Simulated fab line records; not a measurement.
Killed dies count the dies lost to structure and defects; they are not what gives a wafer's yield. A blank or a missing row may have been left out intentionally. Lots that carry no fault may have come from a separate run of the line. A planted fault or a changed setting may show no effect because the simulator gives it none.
Which tool did it? | flow rit-cmos | 48 wafers from 16 lots sampled at 5 of the route's 202 steps

WHAT EACH GAUGE READ, for each wafer
RIT_ACTIVE_THK_MEAS_04. Usual: ACTIVE_NITRIDE_THK gives 150.5 nm (standard deviation 1.3).
lot  | measured    | on            | ACTIVE_NITRIDE_THK (nm) | flag
L328 | day 1 14:17 | film-metro-02 | 150.4 150.3 151.1       |
L329 | day 1 19:14 | film-metro-04 | 151.9 153.2 153.3       |
L330 | day 2 01:18 | film-metro-03 | 150.0 149.1 149.8       |
L332 | day 2 10:17 | film-metro-04 | 150.7 151.3 151.7       |
L333 | day 2 14:32 | film-metro-02 | 150.4 150.0 150.4       |
L335 | day 3 01:47 | film-metro-03 | 149.1 149.8 149.8       |
L336 | day 3 06:05 | film-metro-03 | 148.1 150.3 148.6       |
L337 | day 3 11:17 | film-metro-02 | 151.0 150.4 150.8       |
L338 | day 3 16:07 | film-metro-02 | 149.4 148.8 149.6       |
L339 | day 3 21:27 | film-metro-04 | 152.4 151.9 151.4       |
L342 | day 4 11:43 | film-metro-03 | 152.0 151.7 152.6       |
L343 | day 4 16:50 | film-metro-04 | 150.5 150.1 150.2       |
L346 | day 5 10:00 | film-metro-03 | 150.0 151.3 151.5       |
L347 | day 5 14:34 | film-metro-03 | 150.7 149.3 149.9       |
L349 | day 5 23:19 | film-metro-04 | 151.5 150.1 150.5       |
L351 | day 6 10:40 | film-metro-02 | 150.8 151.4 151.4       |

RIT_ACTIVE_CD_MEAS_11: the cd target is 1400 nm. Usual: cd-nm 1400.3 nm, standard deviation 2.2.
lot  | measured    | on        | cd-nm (nm)           | flag
L328 | day 1 15:19 | cd-sem-02 | 1401.3 1401.0 1400.7 |
L329 | day 1 20:16 | cd-sem-01 | 1402.8 1402.5 1400.5 |
L330 | day 2 02:28 | cd-sem-02 | 1402.8 1402.5 1402.4 |
L332 | day 2 11:14 | cd-sem-01 | 1399.7 1397.4 1399.7 |
L333 | day 2 15:27 | cd-sem-01 | 1402.0 1401.6 1399.0 |
L335 | day 3 02:50 | cd-sem-02 | 1401.9 1402.2 1403.1 |
L336 | day 3 07:00 | cd-sem-01 | 1400.4 1400.7 1404.2 |
L337 | day 3 12:12 | cd-sem-01 | 1375.1 1375.3 1376.6 | OFF
L338 | day 3 17:04 | cd-sem-02 | 1380.0 1378.5 1376.3 | OFF
L339 | day 3 22:29 | cd-sem-01 | 1402.7 1401.4 1402.3 |
L342 | day 4 12:44 | cd-sem-02 | 1381.1 1382.0 1383.5 | OFF
L343 | day 4 17:44 | cd-sem-02 | 1385.2 1383.8 1387.3 | OFF
L346 | day 5 11:02 | cd-sem-02 | 1396.2 1394.2 1395.6 |
L347 | day 5 15:36 | cd-sem-01 | 1400.5 1400.8 1399.7 |
L349 | day 6 00:22 | cd-sem-01 | 1400.7 1399.3 1403.2 |
L351 | day 6 11:56 | cd-sem-01 | 1398.9 1397.5 1397.4 |

RIT_PWELL_OVL_MEAS_06. Usual: PWELL_OVL gives -0.1 nm (standard deviation 1.3).
lot  | measured    | on         | PWELL_OVL (nm) | flag
L328 | day 1 22:51 | overlay-01 | -1.6 -2.3 -0.8 |
L329 | day 2 03:59 | overlay-02 | 0.5 -0.4 0.6   |
L330 | day 2 10:07 | overlay-01 | 0.1 -2.3 -0.9  |
L332 | day 2 19:41 | overlay-01 | -0.3 -1.1 -1.2 |
L333 | day 3 00:56 | overlay-01 | 0.0 -0.3 0.9   |
L335 | day 3 14:11 | overlay-02 | -1.0 1.5 0.3   |
L336 | day 3 17:11 | overlay-01 | -1.6 -0.6 -0.9 |
L337 | day 3 19:38 | overlay-02 | 0.8 -1.1 -0.1  |
L338 | day 4 02:30 | overlay-01 | 0.8 0.6 0.1    |
L339 | day 4 06:38 | overlay-02 | -1.0 -2.4 -2.6 |
L342 | day 4 21:26 | overlay-01 | -0.1 -1.3 -0.4 |
L343 | day 5 01:05 | overlay-01 | 0.8 0.5 1.0    |
L346 | day 5 18:28 | overlay-01 | 0.4 2.1 -1.6   |
L347 | day 6 01:30 | overlay-02 | 1.1 0.0 -0.2   |
L349 | day 6 07:50 | overlay-01 | 0.7 0.0 0.0    |
L351 | day 6 20:22 | overlay-01 | 2.7 2.3 4.0    |

RIT_GATE_CD_MEAS_16: the cd target is 150 nm. Usual: cd-nm 149.6 nm, standard deviation 2.
lot  | measured    | on        | cd-nm (nm)        | flag
L328 | day 2 13:26 | cd-sem-01 | 151.4 150.1 149.5 |
L329 | day 2 17:44 | cd-sem-01 | 144.3 145.4 144.6 |
L330 | day 3 05:15 | cd-sem-01 | 150.0 146.0 146.9 |
L332 | day 3 13:50 | cd-sem-01 | 154.8 154.2 150.5 |
L333 | day 3 16:27 | cd-sem-01 | 151.4 150.6 151.6 |
L335 | day 4 06:20 | cd-sem-01 | 152.7 150.6 151.6 |
L336 | day 4 09:41 | cd-sem-02 | 146.6 147.8 149.0 |
L337 | day 4 11:21 | cd-sem-02 | 149.1 151.5 151.0 |
L338 | day 4 19:25 | cd-sem-02 | 147.2 145.5 149.7 |
L339 | day 4 23:15 | cd-sem-02 | 147.7 149.7 145.7 |
L342 | day 5 14:10 | cd-sem-02 | 146.1 148.2 149.5 |
L343 | day 5 16:31 | cd-sem-01 | 147.2 149.4 148.3 |
L346 | day 6 10:59 | cd-sem-02 | 149.9 148.0 150.5 |
L347 | day 6 16:10 | cd-sem-01 | 149.9 150.2 151.0 |
L349 | day 7 03:45 | cd-sem-01 | 148.3 148.4 151.5 |
L351 | day 7 11:56 | cd-sem-01 | 150.9 149.0 151.3 |

WHAT TOOL EACH LOT RAN ON (gives the tool, then ch and the chambers of the sampled wafers, and finally the start)
lot  | RIT_ACTIVE_EXPOSE_08
L328 | iline-stepper-01 ch 0, day 1 14:55
L329 | iline-stepper-02 ch 0, day 1 19:52
L330 | iline-stepper-01 ch 0, day 2 02:01
L332 | iline-stepper-01 ch 0, day 2 10:50
L333 | iline-stepper-01 ch 0, day 2 15:03
L335 | iline-stepper-02 ch 0, day 3 02:26
L336 | iline-stepper-02 ch 0, day 3 06:36
L337 | iline-stepper-02 ch 0, day 3 11:48
L338 | iline-stepper-02 ch 0, day 3 16:40
L339 | iline-stepper-01 ch 0, day 3 22:05
L342 | iline-stepper-02 ch 0, day 4 12:20
L343 | iline-stepper-02 ch 0, day 4 17:20
L346 | iline-stepper-01 ch 0, day 5 10:38
L347 | iline-stepper-01 ch 0, day 5 15:07
L349 | iline-stepper-01 ch 0, day 5 23:58
L351 | iline-stepper-01 ch 0, day 6 11:32
- RIT_ACTIVE_EXPOSE_08: exposes mask M1, target cd 1400 nm.

AS READ BY THE TOOLS THEMSELVES (means over the sampled wafers that have a number; for cases with no such wafer, the mark the record gives instead)
RIT_ACTIVE_EXPOSE_08. Usual: exposure-dose-mJ-cm2 224.87, standard deviation 0.24; focus-offset-nm -0.1 nm, standard deviation 0.51.
lot  | tool             | exposure-dose-mJ-cm2 | focus-offset-nm (nm) | flag
L328 | iline-stepper-01 | 225.05               | 0.1                  |
L329 | iline-stepper-02 | 224.78               | 0.0                  |
L330 | iline-stepper-01 | 224.80               | 0.1                  |
L332 | iline-stepper-01 | 224.41               | 0.3                  |
L333 | iline-stepper-01 | 224.81               | -0.2                 |
L335 | iline-stepper-02 | 224.91               | 0.1                  |
L336 | iline-stepper-02 | 224.83               | -0.5                 |
L337 | iline-stepper-02 | 245.10               | 0.0                  | OFF
L338 | iline-stepper-02 | 241.38               | -0.6                 | OFF
L339 | iline-stepper-01 | 224.94               | 0.2                  |
L342 | iline-stepper-02 | 238.04               | -0.1                 | OFF
L343 | iline-stepper-02 | 235.10               | 0.1                  | OFF
L346 | iline-stepper-01 | 225.09               | 0.2                  |
L347 | iline-stepper-01 | 224.84               | -0.0                 |
L349 | iline-stepper-01 | 224.42               | -0.6                 |
L351 | iline-stepper-01 | 224.91               | 0.5                  |

THE ANSWER, worked out from the rows above alone
Rule: a lot is off if the mean of its wafers that have a number lies more than 3 standard deviations from the usual mean. Also off: a lot with no number at a reading for which 4 or more lots have one. Any other lot the step has rows for is counted as sound. First the gauges in route order, then the tools' own readings, where a lot's mean is used as printed above. At the first step where some lot is off, the reading lying furthest off is the one used; lots without a number count as furthest.
Off: L337, L338, L342, L343, at RIT_ACTIVE_CD_MEAS_11 (cd-nm).
If a tool, at a process step before that reading, ran all the lots that are off and no sound lot after the first of them, it fits. The gauges at RIT_ACTIVE_CD_MEAS_11 aren't tried: what is off there is off at RIT_ACTIVE_EXPOSE_08 too, on other tools, and a gauge's error can't cause that. One candidate fits, namely iline-stepper-02 at RIT_ACTIVE_EXPOSE_08. A fault onset in the window from L336 (day 3 06:36, its last sound lot) to L337 (day 3 11:48, its first lot off) fits.
The tool's own readings at RIT_ACTIVE_EXPOSE_08 bear it out: on the lots that are off they differ by more than 5 times the standard deviation of the sound lots' means. exposure-dose-mJ-cm2 reads 239.91 there against 224.82 on the sound lots.

WHAT THE SIMULATOR HAD PUT IN
Drift in process parameters on iline-stepper-02 at RIT_ACTIVE_EXPOSE_08, starting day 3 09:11. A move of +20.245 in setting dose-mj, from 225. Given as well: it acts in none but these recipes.
Struck lots among those shown: L337, L338, L342, L343. This agrees with what the rule above found.
